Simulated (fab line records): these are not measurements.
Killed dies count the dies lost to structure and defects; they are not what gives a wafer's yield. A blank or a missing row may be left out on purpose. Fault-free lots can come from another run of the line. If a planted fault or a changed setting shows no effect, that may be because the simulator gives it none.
Which of the tools did it? ; flow berkeley-cmos170 ; 18 wafers from 6 lots sampled at 2 of the route's 331 steps

WHAT THE GAUGES READ, wafer by wafer
UCB170_M1_CD_MEAS_09: target cd 700 nm.
lot;measured;on;cd-nm (nm)
L770;day 8 21:16;cd-sem-01;697.5 697.1 697.4
L771;day 9 17:17;cd-sem-01;700.1 699.7 699.0
L775;day 10 01:44;cd-sem-02;700.5 700.4 700.6
L777;day 10 21:56;cd-sem-01;698.3 698.7 699.0
L780;day 11 05:47;cd-sem-01;700.6 701.4 702.0
L786;day 12 10:26;cd-sem-02;698.8 698.3 698.1

EACH LOT AND THE TOOL THAT RAN IT (in order: tool; ch and the chambers of the sampled wafers; start)
lot;UCB170_M1_EXPOSE_06
L770;krf-scanner-02 ch 0, day 8 20:50
L771;krf-scanner-01 ch 0, day 9 16:53
L775;krf-scanner-01 ch 0, day 10 01:11
L777;krf-scanner-02 ch 0, day 10 21:32
L780;krf-scanner-01 ch 0, day 11 05:13
L786;krf-scanner-02 ch 0, day 12 10:00
- UCB170_M1_EXPOSE_06: exposes mask METAL1, target cd 700 nm.

THE ANSWER, worked out from the rows above alone
Rule: what is usual is taken from the lots themselves. Put in order of their means at a reading, lots are off if they are a third of the lots or fewer, leave a main group of 4 or more, and stand apart from it by a gap of 3 or more times the standard deviation of the main group's means; of several such gaps the widest counts. The tables above print the reading to a certain number of digits; a main group whose means all agree to those digits is not used. Also off: a lot with no number at a reading for which 4 or more lots have one. Where the step has rows for the other lots, those lots are counted as sound.
None of the lots is off at any reading shown; this tells nothing.

WHAT THE SIMULATOR PUT IN
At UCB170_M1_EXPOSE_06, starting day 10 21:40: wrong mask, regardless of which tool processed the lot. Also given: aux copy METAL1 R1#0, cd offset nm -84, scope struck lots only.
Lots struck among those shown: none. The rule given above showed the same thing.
